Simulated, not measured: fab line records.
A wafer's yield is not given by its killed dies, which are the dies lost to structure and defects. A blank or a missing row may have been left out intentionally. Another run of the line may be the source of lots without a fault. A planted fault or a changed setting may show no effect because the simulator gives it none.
fab line records || flow rit_cmos
record {"lots": 14, "wafers": 40, "last_day": 8}
route steps=202 shown SILICIDE@167
lots that met no fault: taken from a fault-free run of the same line
start_h: hours from the record's opening day to when the first of the lot's shown wafers began || wait_h: hours elapsed since this lot's preceding step || " same as the row above || L1.1+2: a row that stands for several wafers || - no value, or no start given || * or withheld: withheld || < > ~ a bound
route shown NAME@n: NAME is a module with steps in the file, n the number in the route of the first one || usual: average and standard deviation across the fault-free wafers || same: alike in all rows || chamber/n: place in a boat || sites: each site's reading || _std_site: how widely they spread, as a standard deviation || _edge_site: outer sites' mean less inner sites' || radius_mm: for every site, how far away it sits from the centre of the wafer || mask NAME#n: copy n || behind: the last tool/chamber to shape the wafer || hold: cause of the lot's hold/its duration in hours/its outcome || device: which transistor (n, p or np) failed to switch || end of line: tests of these same wafers at the route's end || where a step has no rows: the recipe by itself || killed: the dies lost at the first sort to structure and to defects; this is not the yield of the wafer || map: dies across one wafer; x = killed, . = not, _ = none there
set.NAME: the setting that was run; set.NAME@STEP: the one run at that earlier step || model.NAME: the simulator's own value behind a step, which no gauge read
a sample of lots followed through the steps of the route, with each step as a table and each wafer as a row
services: from which hour (start_h, from the record's first day; less than 0 if before it) a tool's chamber was out of use, for how many hours, and why
## steps
# step RIT_SILICIDE_RTA_06
# recipe {"temp_c": 750, "time_s": 10, "idle_temp_c": 25, "ramp_up_s": 5, "ramp_down_s": 10, "cool_to_c": 25, "ambient": "N2"}
# usual {"wafer_temp_C_max": "753.3/0.78"}
# same {"time_s": 10}
{"lot.wafer": "L475.1", "tool": "rtp_anneal-01", "chamber": 0, "start_h": 53.35, "wait_h": 0.0, "wafer_temp_C_max": 754.4}
{"lot.wafer": "L475.4", "tool": "rtp_anneal-01", "chamber": 0, "start_h": 53.35, "wait_h": 0.0, "wafer_temp_C_max": 754.2}
{"lot.wafer": "L475.5", "tool": "rtp_anneal-01", "chamber": 0, "start_h": 53.35, "wait_h": 0.0, "wafer_temp_C_max": 753.2}
{"lot.wafer": "L476.1", "tool": "rtp_anneal-02", "chamber": 0, "start_h": 60.32, "wait_h": 0.0, "wafer_temp_C_max": 752.6}
{"lot.wafer": "L476.2", "tool": "rtp_anneal-02", "chamber": 0, "start_h": 60.32, "wait_h": 0.0, "wafer_temp_C_max": 752.4}
{"lot.wafer": "L476.4", "tool": "rtp_anneal-02", "chamber": 0, "start_h": 60.32, "wait_h": 0.0, "wafer_temp_C_max": 752.9}
{"lot.wafer": "L477.2", "tool": "rtp_anneal-01", "chamber": 0, "start_h": 65.96, "wait_h": 0.0, "wafer_temp_C_max": 753.6}
{"lot.wafer": "L477.3", "tool": "rtp_anneal-01", "chamber": 0, "start_h": 65.96, "wait_h": 0.0, "wafer_temp_C_max": 753.7}
{"lot.wafer": "L477.4", "tool": "rtp_anneal-01", "chamber": 0, "start_h": 65.96, "wait_h": 0.0, "wafer_temp_C_max": 753.5}
{"lot.wafer": "L478.4", "tool": "rtp_anneal-02", "chamber": 0, "start_h": 68.29, "wait_h": 0.0, "wafer_temp_C_max": 752.0}
{"lot.wafer": "L478.5", "tool": "rtp_anneal-02", "chamber": 0, "start_h": 68.29, "wait_h": 0.0, "wafer_temp_C_max": 751.9}
{"lot.wafer": "L478.6", "tool": "rtp_anneal-02", "chamber": 0, "start_h": 68.29, "wait_h": 0.0, "wafer_temp_C_max": 753.5}
{"lot.wafer": "L479.1", "tool": "rtp_anneal-01", "chamber": 0, "start_h": 72.96, "wait_h": 0.0, "wafer_temp_C_max": 753.3}
{"lot.wafer": "L479.3", "tool": "rtp_anneal-01", "chamber": 0, "start_h": 72.96, "wait_h": 0.0, "wafer_temp_C_max": 753.9}
{"lot.wafer": "L479.6", "tool": "rtp_anneal-01", "chamber": 0, "start_h": 72.96, "wait_h": 0.0, "wafer_temp_C_max": 754.0}
{"lot.wafer": "L480.3", "tool": "rtp_anneal-02", "chamber": 0, "start_h": 79.86, "wait_h": 0.0, "wafer_temp_C_max": 753.1}
{"lot.wafer": "L480.4", "tool": "rtp_anneal-02", "chamber": 0, "start_h": 79.86, "wait_h": 0.0, "wafer_temp_C_max": 753.2}
{"lot.wafer": "L480.5", "tool": "rtp_anneal-02", "chamber": 0, "start_h": 79.86, "wait_h": 0.0, "wafer_temp_C_max": 752.5}
{"lot.wafer": "L481.3", "tool": "rtp_anneal-01", "chamber": 0, "start_h": 83.74, "wait_h": 0.0, "wafer_temp_C_max": 754.1}
{"lot.wafer": "L481.4", "tool": "rtp_anneal-01", "chamber": 0, "start_h": 83.74, "wait_h": 0.0, "wafer_temp_C_max": 754.0}
{"lot.wafer": "L481.6", "tool": "rtp_anneal-01", "chamber": 0, "start_h": 83.74, "wait_h": 0.0, "wafer_temp_C_max": 753.9}
{"lot.wafer": "L482.1", "tool": "rtp_anneal-02", "chamber": 0, "start_h": 94.30, "wait_h": 0.0, "wafer_temp_C_max": 752.7}
{"lot.wafer": "L482.2", "tool": "rtp_anneal-02", "chamber": 0, "start_h": 94.30, "wait_h": 0.0, "wafer_temp_C_max": 752.4}
{"lot.wafer": "L482.5", "tool": "rtp_anneal-02", "chamber": 0, "start_h": 94.30, "wait_h": 0.0, "wafer_temp_C_max": 752.9}
{"lot.wafer": "L484.5", "tool": "rtp_anneal-02", "chamber": 0, "start_h": 104.49, "wait_h": 0.0, "wafer_temp_C_max": 750.1}
{"lot.wafer": "L484.6", "tool": "rtp_anneal-02", "chamber": 0, "start_h": 104.49, "wait_h": 0.0, "wafer_temp_C_max": 749.9}
{"lot.wafer": "L485.4", "tool": "rtp_anneal-02", "chamber": 0, "start_h": 104.69, "wait_h": 0.0, "wafer_temp_C_max": 749.4}
{"lot.wafer": "L485.6", "tool": "rtp_anneal-02", "chamber": 0, "start_h": 104.69, "wait_h": 0.0, "wafer_temp_C_max": 749.3}
{"lot.wafer": "L487.1", "tool": "rtp_anneal-02", "chamber": 0, "start_h": 131.47, "wait_h": 0.0, "wafer_temp_C_max": 749.3}
{"lot.wafer": "L487.3", "tool": "rtp_anneal-02", "chamber": 0, "start_h": 131.47, "wait_h": 0.0, "wafer_temp_C_max": 749.4}
{"lot.wafer": "L487.6", "tool": "rtp_anneal-02", "chamber": 0, "start_h": 131.47, "wait_h": 0.0, "wafer_temp_C_max": 748.8}
{"lot.wafer": "L488.4", "tool": "rtp_anneal-01", "chamber": 0, "start_h": 139.96, "wait_h": 0.0, "wafer_temp_C_max": 754.5}
{"lot.wafer": "L488.5", "tool": "rtp_anneal-01", "chamber": 0, "start_h": 139.96, "wait_h": 0.0, "wafer_temp_C_max": 753.7}
{"lot.wafer": "L488.6", "tool": "rtp_anneal-01", "chamber": 0, "start_h": 139.96, "wait_h": 0.0, "wafer_temp_C_max": 753.6}
{"lot.wafer": "L496.2", "tool": "rtp_anneal-01", "chamber": 0, "start_h": 167.24, "wait_h": 0.0, "wafer_temp_C_max": 753.7}
{"lot.wafer": "L496.4", "tool": "rtp_anneal-01", "chamber": 0, "start_h": 167.24, "wait_h": 0.0, "wafer_temp_C_max": 753.5}
{"lot.wafer": "L496.6", "tool": "rtp_anneal-01", "chamber": 0, "start_h": 167.24, "wait_h": 0.0, "wafer_temp_C_max": 753.8}
{"lot.wafer": "L497.4", "tool": "rtp_anneal-01", "chamber": 0, "start_h": 173.02, "wait_h": 0.0, "wafer_temp_C_max": 753.6}
{"lot.wafer": "L497.5", "tool": "rtp_anneal-01", "chamber": 0, "start_h": 173.02, "wait_h": 0.0, "wafer_temp_C_max": 754.2}
{"lot.wafer": "L497.6", "tool": "rtp_anneal-01", "chamber": 0, "start_h": 173.02, "wait_h": 0.0, "wafer_temp_C_max": 753.0}
## services
{"tool": "rtp_anneal-01", "chamber": "-", "start_h": 96.00, "hours": 3.4, "kind": "pm"}
## key
first_sign {"step": "RIT_SILICIDE_RTA_06", "reading": "wafer_temp_C_max", "direction": "down", "sigmas": 4.9, "usual": "*", "struck": "*"}
effect none on later readings
met_at RIT_SILICIDE_RTA_06
struck_lots L484,L485,L487
tester_left_out L484,L485,L487
onset_between 94.30 104.49
fault {"kind": "process_parameter_drift", "tool": "rtp_anneal-02", "chamber": "-", "onset_h": 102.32, "steps": "RIT_SILICIDE_RTA_06", "channel": "temp_c", "offset": "*", "shape": "step", "end_h": 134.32, "acts_in": "*", "stated": "*"}
# tester_left_out: of these lots the tester's yield and bins aren't shown, on N5 and GAA mostly nor the transistor test; their killed dies are dies lost to structure and defects alone, not to doping, threshold or leakage, so they don't give the yield
